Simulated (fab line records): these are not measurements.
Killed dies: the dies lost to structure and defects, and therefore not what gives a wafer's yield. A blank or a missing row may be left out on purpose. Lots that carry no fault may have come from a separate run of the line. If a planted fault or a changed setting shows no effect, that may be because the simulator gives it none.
fab line records    flow rit_cmos
record: lots: 7  wafers: 21  last_day: 7
route steps=202 shown PSD@150 SDANNEAL@153 NSD@158 PLDD@159 NLDD@160 SILICIDE@161 M1@202
lots with no fault: from the same line, run without faults
start_h: the number of hours between the record's first day and the start of the first shown wafer of the lot    wait_h: hours from the lot's prior step to this one    " the same as in the row above    L1.1+2: a single row standing in for several wafers    - no value, or no start given    * or withheld: withheld    < > ~ a bound
route shown NAME@n: NAME is a module with steps in the file, n the number in the route of the first one    usual: mean and standard deviation over wafers with no fault    same: alike in all rows    chamber/n: place in a boat    sites: each site's reading    _std_site: the standard deviation of these    _edge_site: outer sites' mean less inner sites'    radius_mm: for every site, how far away it sits from the centre of the wafer    mask NAME#n: copy n    behind: the most recent tool/chamber to have shaped the wafer    hold: what put the lot on hold/how long, in hours/how the hold closed    device: the n, p or np transistor that did not switch    end of line: tests of these same wafers at the route's end    a step given without rows: its recipe and nothing more    killed: count of dies lost to structure and defects at first sort (not the wafer's yield)    map: per-die view of a wafer (x killed, . not killed, _ where there is no die)
set.NAME: the setting the step ran with; set.NAME@STEP: the setting that earlier step ran with    model.NAME: the simulator's own value behind a step, which no gauge read
certain route steps with their lots: each step a table, each wafer a row
services: a tool's chamber out of use, with start hour (start_h, from the record's first day; less than 0 if before it), hours out, and reason
== steps ==
step: RIT_PSD_IMPLANT_08
recipe: species: BF2  energy_kev: 27  dose_cm2: 5e+15  tilt_deg: 7
step: RIT_PSD_STRIP_09
recipe: chemistry: O2  time_s: 180  resist: NOVOLAK  platen_temp_c: withheld  power_w: 500  pressure_mtorr: 4000  o2_flow_sccm: 4000
usual: drypump_motor_current_A: 5.4/0.48
lot.wafer  tool             chamber  start_h  wait_h  drypump_motor_current_A  rf_hours_counter_h
L613.2     plasma_asher-04  1        63.67    0.1     5.0                      42
L613.4     "                1        "        "       5.0                      -
L613.6     "                0        "        "       5.4                      -
L615.3     plasma_asher-01  0        74.61    0.1     6.3                      -
L615.4     "                1        "        "       5.2                      -
L615.5     "                0        "        "       6.3                      -
L625.2     plasma_asher-01  0        124.04   0.1     6.2                      49
L625.4     "                1        "        "       5.2                      -
L625.5     "                1        "        "       5.2                      -
L626.1     plasma_asher-02  0        129.58   0.1     5.4                      34
L626.4     "                1        "        "       4.8                      -
L626.6     "                0        "        "       5.4                      -
L628.1     plasma_asher-01  1        139.87   0.1     5.3                      51
L628.2     "                0        "        "       6.3                      51
L628.4     "                0        "        "       6.3                      -
L630.1     plasma_asher-02  1        149.17   0.1     4.8                      36
L630.5     "                1        "        "       4.8                      -
L630.6     "                0        "        "       5.4                      -
L633.1     plasma_asher-04  1        163.28   0.1     5.0                      52
L633.3     "                1        "        "       5.1                      -
L633.6     "                0        "        "       5.4                      -
step: RIT_PSD_TW_MEAS_10
usual: PSD_TW: 3441/24
lot.wafer  tool           chamber  start_h  wait_h  PSD_TW
L613.2     film_metro-01  -        63.85    0.1     3474
L613.4     "              -        "        "       3473
L613.6     "              -        "        "       3452
L615.3     film_metro-01  -        74.74    0.1     3456
L615.4     "              -        "        "       3455
L615.5     "              -        "        "       3438
L625.2     film_metro-04  -        124.22   0.1     3422
L625.4     "              -        "        "       3428
L625.5     "              -        "        "       3431
L626.1     film_metro-02  -        129.75   0.1     3451
L626.4     "              -        "        "       3441
L626.6     "              -        "        "       3430
L628.1     film_metro-01  -        140.04   0.1     3418
L628.2     "              -        "        "       3439
L628.4     "              -        "        "       3421
L630.1     film_metro-04  -        149.34   0.1     3384
L630.5     "              -        "        "       3393
L630.6     "              -        "        "       3389
L633.1     film_metro-04  -        163.46   0.1     3437
L633.3     "              -        "        "       3419
L633.6     "              -        "        "       3401
step: RIT_SDANNEAL_CLEAN_00
recipe: chemistry: SC1  mix: 3:3:50  time_s: 600  temp_c: 75
step: RIT_SDANNEAL_CLEAN_01
recipe: chemistry: dHF  dilution: 50:1  time_s: 31.35
step: RIT_SDANNEAL_CLEAN_02
recipe: chemistry: SC2  mix: 3:3:50  time_s: 600  temp_c: 75  dry: n2_spin
step: RIT_SDANNEAL_RTA_03
recipe: temp_c: 1050  time_s: 5  idle_temp_c: 600  ramp_up_c_per_s: 342  ramp_down_c_per_s: 171  cool_to_c: 600  ambient: N2
usual: wafer_temp_C_max: 1053.5/1.2
lot.wafer  tool           chamber  start_h  wait_h  wafer_temp_C_max
L613.2     rtp_anneal-02  0        64.29    0.0     1053.3
L613.4     "              0        "        "       1054.0
L613.6     "              0        "        "       1052.7
L615.3     rtp_anneal-02  0        75.17    0.0     1053.5
L615.4     "              0        "        "       1054.9
L615.5     "              0        "        "       1055.2
L625.2     rtp_anneal-02  0        124.65   0.0     1052.2
L625.4     "              0        "        "       1053.7
L625.5     "              0        "        "       1054.2
L626.1     rtp_anneal-01  0        130.19   0.0     1055.2
L626.4     "              0        "        "       1054.3
L626.6     "              0        "        "       1056.7
L628.1     rtp_anneal-01  0        140.47   0.0     1054.4
L628.2     "              0        "        "       1054.5
L628.4     "              0        "        "       1052.5
L630.1     rtp_anneal-01  0        149.77   0.0     1051.1
L630.5     "              0        "        "       1053.3
L630.6     "              0        "        "       1052.8
L633.1     rtp_anneal-02  0        163.88   0.0     1054.1
L633.3     "              0        "        "       1054.3
L633.6     "              0        "        "       1052.0
step: RIT_SDANNEAL_RS_MEAS_04
recipe: thk_meas_gauge: four-point-probe
usual: PSD_RS: 116.08/0.29
lot.wafer  tool           chamber  start_h  wait_h  PSD_RS[ohm/sq]
L613.2     film_metro-02  -        64.36    0.1     115.62
L613.4     "              -        "        "       115.83
L613.6     "              -        "        "       116.23
L615.3     film_metro-04  -        75.25    0.1     117.03
L615.4     "              -        "        "       116.35
L615.5     "              -        "        "       116.63
L625.2     film_metro-04  -        124.72   0.1     115.69
L625.4     "              -        "        "       115.59
L625.5     "              -        "        "       115.82
L626.1     film_metro-04  -        130.25   0.0     116.05
L626.4     "              -        "        "       116.24
L626.6     "              -        "        "       116.10
L628.1     film_metro-01  -        140.53   0.0     116.15
L628.2     "              -        "        "       115.94
L628.4     "              -        "        "       116.14
L630.1     film_metro-01  -        149.83   0.0     116.47
L630.5     "              -        "        "       116.28
L630.6     "              -        "        "       116.23
L633.1     film_metro-01  -        163.94   0.0     116.38
L633.3     "              -        "        "       116.44
L633.6     "              -        "        "       116.39
step: RIT_SDANNEAL_RS_MEAS_05
recipe: thk_meas_gauge: four-point-probe
usual: NSD_RS: 84.62/0.29
lot.wafer  tool           chamber  start_h  wait_h  NSD_RS[ohm/sq]
L613.2     film_metro-02  -        64.48    0.1     85.11
L613.4     "              -        "        "       84.63
L613.6     "              -        "        "       84.84
L615.3     film_metro-04  -        75.37    0.1     85.03
L615.4     "              -        "        "       84.93
L615.5     "              -        "        "       84.95
L625.2     film_metro-04  -        124.84   0.1     84.73
L625.4     "              -        "        "       84.63
L625.5     "              -        "        "       84.83
L626.1     film_metro-04  -        130.37   0.1     84.61
L626.4     "              -        "        "       84.73
L626.6     "              -        "        "       84.90
L628.1     film_metro-01  -        140.65   0.1     84.43
L628.2     "              -        "        "       84.64
L628.4     "              -        "        "       84.25
L630.1     film_metro-01  -        149.95   0.1     84.27
L630.5     "              -        "        "       84.51
L630.6     "              -        "        "       84.53
L633.1     film_metro-01  -        164.06   0.1     84.65
L633.3     "              -        "        "       84.57
L633.6     "              -        "        "       84.71
step: RIT_SDANNEAL_RS_MEAS_06
recipe: thk_meas_gauge: four-point-probe
usual: PLDD_RS: 180.5/0.51
lot.wafer  tool           chamber  start_h  wait_h  PLDD_RS[ohm/sq]
L613.2     film_metro-02  -        64.60    0.1     179.8
L613.4     "              -        "        "       179.1
L613.6     "              -        "        "       180.1
L615.3     film_metro-04  -        75.49    0.1     181.5
L615.4     "              -        "        "       180.8
L615.5     "              -        "        "       181.7
L625.2     film_metro-04  -        124.96   0.1     179.6
L625.4     "              -        "        "       180.0
L625.5     "              -        "        "       179.7
L626.1     film_metro-04  -        130.49   0.1     180.1
L626.4     "              -        "        "       180.5
L626.6     "              -        "        "       180.0
L628.1     film_metro-01  -        140.77   0.1     180.8
L628.2     "              -        "        "       180.7
L628.4     "              -        "        "       180.4
L630.1     film_metro-01  -        150.07   0.1     180.1
L630.5     "              -        "        "       179.8
L630.6     "              -        "        "       179.7
L633.1     film_metro-01  -        164.18   0.1     180.6
L633.3     "              -        "        "       181.1
L633.6     "              -        "        "       180.9
step: RIT_SDANNEAL_RS_MEAS_07
recipe: thk_meas_gauge: four-point-probe
usual: NLDD_RS: 152.7/0.54
lot.wafer  tool           chamber  start_h  wait_h  NLDD_RS[ohm/sq]
L613.2     film_metro-02  -        64.72    0.1     152.5
L613.4     "              -        "        "       152.7
L613.6     "              -        "        "       151.7
L615.3     film_metro-04  -        75.61    0.1     152.5
L615.4     "              -        "        "       152.1
L615.5     "              -        "        "       152.2
L625.2     film_metro-04  -        125.08   0.1     153.2
L625.4     "              -        "        "       153.1
L625.5     "              -        "        "       153.2
L626.1     film_metro-04  -        130.61   0.1     153.9
L626.4     "              -        "        "       153.4
L626.6     "              -        "        "       153.5
L628.1     film_metro-01  -        140.89   0.1     153.0
L628.2     "              -        "        "       152.9
L628.4     "              -        "        "       153.0
L630.1     film_metro-01  -        150.19   0.1     152.1
L630.5     "              -        "        "       151.9
L630.6     "              -        "        "       152.4
L633.1     film_metro-01  -        164.30   0.1     153.7
L633.3     "              -        "        "       153.6
L633.6     "              -        "        "       152.8
step: RIT_SILICIDE_WET_ETCH_00
recipe: chemistry: BOE  target: SiO2  target_depth_nm: 14  time_s: 15  dry: n2_spin  dilution: 10:1  temp_c: 21.5
step: RIT_SILICIDE_SPUTTER_01
recipe: material: Ti  target_thk_nm: 30  power_w: 350  chamber_pressure_pa: 0.667  gas: Ar  time_s: 240  substrate_temp_c: 25
usual: throttle_valve_pct: 29.8/0.93
lot.wafer  tool            chamber  start_h  wait_h  throttle_valve_pct
L613.2     pvd_sputter-01  -        64.84    0.0     29.2
L613.4     "               -        "        "       29.5
L613.6     "               -        "        "       29.8
L615.3     pvd_sputter-01  -        75.70    0.0     30.7
L615.4     "               -        "        "       29.2
L615.5     "               -        "        "       30.7
L625.2     pvd_sputter-03  -        125.19   0.0     31.0
L625.4     "               -        "        "       31.3
L625.5     "               -        "        "       28.9
L626.1     pvd_sputter-01  -        130.74   0.0     30.7
L626.4     "               -        "        "       29.6
L626.6     "               -        "        "       29.3
L628.1     pvd_sputter-01  -        141.02   0.0     29.4
L628.2     "               -        "        "       30.7
L628.4     "               -        "        "       30.3
L630.1     pvd_sputter-01  -        150.32   0.0     29.5
L630.5     "               -        "        "       29.6
L630.6     "               -        "        "       30.8
L633.1     pvd_sputter-02  -        164.44   0.0     29.8
L633.3     "               -        "        "       30.6
L633.6     "               -        "        "       28.0
step: RIT_SILICIDE_RS_MEAS_02
recipe: thk_meas_gauge: four-point-probe  reads: Ti_of_SILICIDE_SPUTTER_01
usual: SILICIDE_TI_RS: 47.5/0.74
lot.wafer  tool           chamber  start_h  wait_h  SILICIDE_TI_RS[ohm/sq]
L613.2     film_metro-03  -        65.01    0.1     48.7
L613.4     "              -        "        "       48.4
L613.6     "              -        "        "       49.0
L615.3     film_metro-01  -        75.89    0.1     48.2
L615.4     "              -        "        "       48.4
L615.5     "              -        "        "       48.1
L625.2     film_metro-03  -        125.36   0.1     48.3
L625.4     "              -        "        "       48.5
L625.5     "              -        "        "       47.5
L626.1     film_metro-01  -        130.89   0.1     58.7
L626.4     "              -        "        "       48.2
L626.6     "              -        "        "       48.1
L628.1     film_metro-02  -        141.17   0.1     48.5
L628.2     "              -        "        "       58.4
L628.4     "              -        "        "       47.4
L630.1     film_metro-02  -        150.47   0.1     47.2
L630.5     "              -        "        "       47.5
L630.6     "              -        "        "       57.6
L633.1     film_metro-03  -        164.59   0.1     47.1
L633.3     "              -        "        "       47.6
L633.6     "              -        "        "       46.9
step: RIT_SILICIDE_THK_MEAS_03
recipe: thk_meas_gauge: xrf  reads: Ti_of_SILICIDE_SPUTTER_01
usual: SILICIDE_TI_THK: 30.3/0.41
lot.wafer  tool           chamber  start_h  wait_h  SILICIDE_TI_THK[nm]
L613.2     film_metro-03  -        65.12    0.1     29.7
L613.4     "              -        "        "       29.9
L613.6     "              -        "        "       29.7
L615.3     film_metro-01  -        75.99    0.1     29.6
L615.4     "              -        "        "       29.6
L615.5     "              -        "        "       29.7
L625.2     film_metro-03  -        125.47   0.1     30.0
L625.4     "              -        "        "       29.9
L625.5     "              -        "        "       30.5
L626.1     film_metro-01  -        131.01   0.1     26.4
L626.4     "              -        "        "       29.8
L626.6     "              -        "        "       29.8
L628.1     film_metro-02  -        141.29   0.1     29.7
L628.2     "              -        "        "       26.5
L628.4     "              -        "        "       30.3
L630.1     film_metro-02  -        150.59   0.1     30.3
L630.5     "              -        "        "       30.1
L630.6     "              -        "        "       26.6
L633.1     film_metro-03  -        164.71   0.1     30.6
L633.3     "              -        "        "       30.4
L633.6     "              -        "        "       30.5
step: RIT_SILICIDE_RTA_04
recipe: temp_c: 650  time_s: 10  idle_temp_c: 25  ramp_up_s: 5  ramp_down_s: 5  cool_to_c: 25  ambient: N2
usual: wafer_temp_C_max: 653.0/0.61
lot.wafer  tool           chamber  start_h  wait_h  wafer_temp_C_max
L613.2     rtp_anneal-01  0        65.18    0.1     652.4
L613.4     "              0        "        "       652.3
L613.6     "              0        "        "       652.6
L615.3     rtp_anneal-02  0        76.05    0.1     654.1
L615.4     "              0        "        "       652.3
L615.5     "              0        "        "       652.8
L625.2     rtp_anneal-01  0        125.53   0.1     653.5
L625.4     "              0        "        "       654.0
L625.5     "              0        "        "       652.6
L626.1     rtp_anneal-02  0        131.07   0.1     653.1
L626.4     "              0        "        "       652.9
L626.6     "              0        "        "       652.8
L628.1     rtp_anneal-02  0        141.35   0.1     654.0
L628.2     "              0        "        "       654.0
L628.4     "              0        "        "       653.7
L630.1     rtp_anneal-02  0        150.65   0.1     654.3
L630.5     "              0        "        "       653.4
L630.6     "              0        "        "       653.1
L633.1     rtp_anneal-01  0        164.77   0.1     653.1
L633.3     "              0        "        "       652.5
L633.6     "              0        "        "       653.3
step: RIT_M1_PROBE_99
usual: killed_at_front_end: 6.6/2.7  killed_dies: 6.7/2.8  killed_open: 3.4/2.1  killed_short: 3.3/1.8
same: gross_dies: 264  killed_at_M0_to_M3: 0  killed_at_M4_up: 0  killed_at_back_side: 0  killed_at_contacts: 0  killed_at_other: 0
lot.wafer  tool       chamber  start_h  wait_h  killed_at_front_end  killed_dies  killed_open  killed_short
L613.2     prober-01  -        71.89    0.1     3                    3            2            1
L613.4     prober-01  -        71.99    0.2     3                    3            0            3
L613.6     prober-01  -        72.09    0.2     2                    2            0            2
L615.3     prober-01  -        82.68    0.2     11                   11           5            6
L615.4     prober-01  -        82.73    0.2     7                    7            2            5
L615.5     prober-01  -        82.78    0.2     4                    4            3            1
L625.2     prober-01  -        132.25   0.1     7                    7            3            4
L625.4     prober-01  -        132.35   0.2     6                    6            3            3
L625.5     prober-01  -        132.40   0.2     6                    6            5            1
L626.1     prober-02  -        137.64   0.1     9                    9            4            5
L626.4     prober-02  -        137.79   0.2     5                    5            3            2
L626.6     prober-02  -        137.89   0.2     5                    5            0            3
L628.1     prober-02  -        148.01   0.1     4                    4            1            3
L628.2     prober-02  -        148.06   0.1     6                    6            3            3
L628.4     prober-02  -        148.16   0.2     3                    3            2            1
L630.1     prober-02  -        157.23   0.1     6                    6            4            2
L630.5     prober-02  -        157.43   0.2     10                   10           4            6
L630.6     prober-02  -        157.48   0.2     8                    8            2            6
L633.1     prober-01  -        172.71   0.1     9                    9            6            3
L633.3     prober-01  -        172.81   0.2     5                    5            2            3
L633.6     prober-01  -        172.96   0.2     7                    7            3            4
killed by level:class
L613.2 FOX2:geometric_particle:short=1 GATE:geometric_particle:open=1 SILICIDE:geometric_particle:open=1
L613.4 FOX1:geometric_particle:short=1 FOX2:geometric_particle:short=1 GATE:geometric_particle:short=1
L613.6 FOX2:geometric_particle:short=1 SPACER:geometric_particle:short=1
L615.3 FOX1:geometric_particle:short=4 FOX1:geometric_particle:open=2 FOX2:geometric_particle:short=1 GATE:geometric_particle:open=1 REOX:geometric_particle:open=1 SPACER:geometric_particle:short=1 SILICIDE:geometric_particle:open=1
L615.4 FOX1:geometric_particle:short=3 GATE:geometric_particle:short=2 FOX1:geometric_particle:open=1 GATE:geometric_particle:open=1
L615.5 GATE:geometric_particle:open=2 FOX1:geometric_particle:open=1 GATE:geometric_particle:short=1
L625.2 FOX1:geometric_particle:open=1 FOX1:geometric_particle:short=1 GATE:geometric_particle:short=1 REOX:geometric_particle:open=1 REOX:geometric_particle:short=1 SPACER:geometric_particle:short=1 SPACER:geometric_particle:open=1
L625.4 REOX:geometric_particle:open=2 FOX1:geometric_particle:open=1 FOX1:geometric_particle:short=1 GATE:geometric_particle:short=1 REOX:geometric_particle:short=1
L625.5 FOX2:geometric_particle:open=3 FOX1:geometric_particle:open=2 SILICIDE:geometric_particle:short=1
L626.1 FOX1:geometric_particle:short=3 GATE:geometric_particle:short=2 SILICIDE:geometric_particle:open=2 GATE:geometric_particle:open=1 SPACER:geometric_particle:open=1
L626.4 FOX1:geometric_particle:open=2 ACTIVE:geometric_particle:short=1 FOX1:geometric_particle:short=1 FOX2:geometric_particle:open=1
L626.6 GATE:geometric_particle:short=2 NRETRO:coat_microbubble_printed=2 SPACER:geometric_particle:short=1
L628.1 SPACER:geometric_particle:short=1 SILICIDE:geometric_particle:short=1 SILICIDE:geometric_particle:open=1 STARTING-WAFER:geometric_particle:short=1
L628.2 FOX1:geometric_particle:open=1 GATE:geometric_particle:short=1 GATE:geometric_particle:open=1 SPACER:geometric_particle:short=1 SPACER:geometric_particle:open=1 SILICIDE:geometric_particle:short=1
L628.4 GATE:geometric_particle:open=2 GATE:geometric_particle:short=1
L630.1 SILICIDE:geometric_particle:open=3 GATE:geometric_particle:short=2 FOX2:geometric_particle:open=1
L630.5 GATE:geometric_particle:short=3 FOX1:geometric_particle:open=2 GATE:geometric_particle:open=2 SPACER:geometric_particle:short=2 FOX2:geometric_particle:short=1
L630.6 FOX1:geometric_particle:short=3 FOX2:geometric_particle:short=1 GATE:geometric_particle:open=1 GATE:geometric_particle:short=1 REOX:geometric_particle:short=1 SILICIDE:geometric_particle:open=1
L633.1 REOX:geometric_particle:open=3 FOX1:geometric_particle:open=1 FOX1:geometric_particle:short=1 GATE:geometric_particle:open=1 GATE:geometric_particle:short=1 SPACER:geometric_particle:open=1 SILICIDE:geometric_particle:short=1
L633.3 GATE:geometric_particle:open=2 REOX:geometric_particle:short=2 GATE:geometric_particle:short=1
L633.6 GATE:geometric_particle:short=3 ACTIVE:geometric_particle:open=1 SPACER:geometric_particle:open=1 SPACER:geometric_particle:short=1 SILICIDE:geometric_particle:open=1
== services ==
tool             chamber  start_h  hours  kind
pvd_sputter-02   -        58.01    7.9    repair
rtp_anneal-01    -        75.36    3.7    pm
pvd_sputter-02   -        79.80    1.2    repair
pvd_sputter-01   -        93.62    1.8    repair
plasma_asher-01  -        102.22   7.6    repair
pvd_sputter-01   -        116.20   13.3   repair
pvd_sputter-01   -        135.10   1.4    repair
plasma_asher-02  -        164.71   5.1    repair
== key ==
first_sign: step: RIT_SILICIDE_RS_MEAS_02  reading: SILICIDE_TI_RS  direction: up  sigmas: 14  usual: 47.5  struck: 58.2
effect: step: RIT_SILICIDE_THK_MEAS_03  reading: SILICIDE_TI_THK  direction: down  sigmas: 9.4  usual: 30.3  struck: 26.5
met_at RIT_SILICIDE_SPUTTER_01
struck_wafers L626.1,L628.2,L630.6
tester_left_out L626,L628,L630
onset_between 75.70 130.74
fault: kind: site_profile_drift  tool: pvd_sputter-01  chamber: -  onset_h: 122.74  steps: RIT_SILICIDE_SPUTTER_01  basis: fraction  max_abs_drift: 0.28525  slope_share_per_hr: 63.39  site_pattern: 0,0,0,0,0,-1,-1,-1,-1  scope: struck_wafers_only
tester_left_out: of these lots the tester's yield and bins aren't shown, on N5 and GAA mostly nor the transistor test; their killed dies are dies lost to structure and defects alone, not to doping, threshold or leakage, so they don't give the yield
